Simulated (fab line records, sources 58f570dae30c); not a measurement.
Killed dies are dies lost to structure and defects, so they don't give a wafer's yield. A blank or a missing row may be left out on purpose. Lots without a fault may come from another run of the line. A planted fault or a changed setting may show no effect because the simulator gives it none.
Chamber matching | flow berkeley_cmos170 | UCB170_CONTACT_ETCH_17 on rie_diel-01: 4 sister chambers
The step etches BARC in N2/H2. 16 wafers are shown with their chamber, then 8 later ones without.

WAFERS WITH THEIR CHAMBER
wafer  | chamber | drypump_motor_current_A (A) | throttle_valve_pct (%) | oes_product_au (a.u.)
L959.2 | 2       | 5.2                         | 13.39                  | 0.92
L959.3 | 3       | 6.7                         | 13.39                  | 0.98
L959.6 | 1       | 5.7                         | 13.62                  | 0.99
L963.2 | 3       | 6.6                         | 13.39                  | 0.99
L963.4 | 2       | 5.2                         | 13.39                  | 0.93
L963.6 | 3       | 6.6                         | 13.39                  | 0.99
L967.3 | 2       | 5.2                         | 13.38                  | 0.93
L967.5 | 3       | 6.6                         | 13.38                  | 0.98
L967.6 | 2       | 5.2                         | 13.39                  | 0.92
L974.1 | 3       | 6.6                         | 13.38                  | 0.98
L974.2 | 0       | 4.9                         | 13.19                  | 0.97
L974.5 | 2       | 5.2                         | 13.38                  | 0.93
L978.1 | 0       | 4.9                         | 13.18                  | 0.96
L978.3 | 3       | 6.6                         | 13.38                  | 0.99
L978.6 | 3       | 6.7                         | 13.40                  | 0.98
L979.1 | 3       | 6.6                         | 13.38                  | 1.01

SIGNATURES (means of the wafers above)
reading                 | chamber 0 | chamber 1 | chamber 2 | chamber 3 | scatter within a chamber
drypump_motor_current_A | 4.900     | 5.700     | 5.200     | 6.625     | 0.0354
throttle_valve_pct      | 13.1850   | 13.6200   | 13.3860   | 13.3863   | 0.00682
oes_product_au          | 0.9650    | 0.9900    | 0.9260    | 0.9875    | 0.00876
Rule: a wafer's distance from a chamber is the root of the sum, over the readings, of the square of ((its reading less the chamber's mean) divided by the reading's scatter). The wafer belongs to the nearest chamber; if the next one is less than 2 further off, it can't be placed. The scatter: the root of (the sum of the squares of (reading less its chamber's mean) over the shown wafers, divided by (wafers less chambers)).

WAFERS WITHOUT THEIR CHAMBER
wafer  | drypump_motor_current_A (A) | throttle_valve_pct (%) | oes_product_au (a.u.)
L979.3 | 4.9                         | 13.17                  | 0.96
L979.5 | 5.2                         | 13.45                  | 0.96
L982.1 | 5.1                         | 13.42                  | 0.96
L982.3 | 4.9                         | 13.17                  | 0.98
L982.5 | 4.9                         | 13.17                  | 0.96
L981.2 | 4.8                         | 13.18                  | 0.96
L981.4 | 5.2                         | 13.45                  | 0.97
L981.5 | 6.6                         | 13.39                  | 0.99

WHICH CHAMBER EACH WENT THROUGH
wafer  | from the rows above | in truth
L979.3 | 0                   | 0
L979.5 | 2                   | 2
L982.1 | 2                   | 2
L982.3 | 0                   | 0
L982.5 | 0                   | 0
L981.2 | 0                   | 0
L981.4 | 2                   | 2
L981.5 | 3                   | 3
Placed correctly: 8 of 8. Can't be placed from these rows: 0. Placed wrongly: 0.
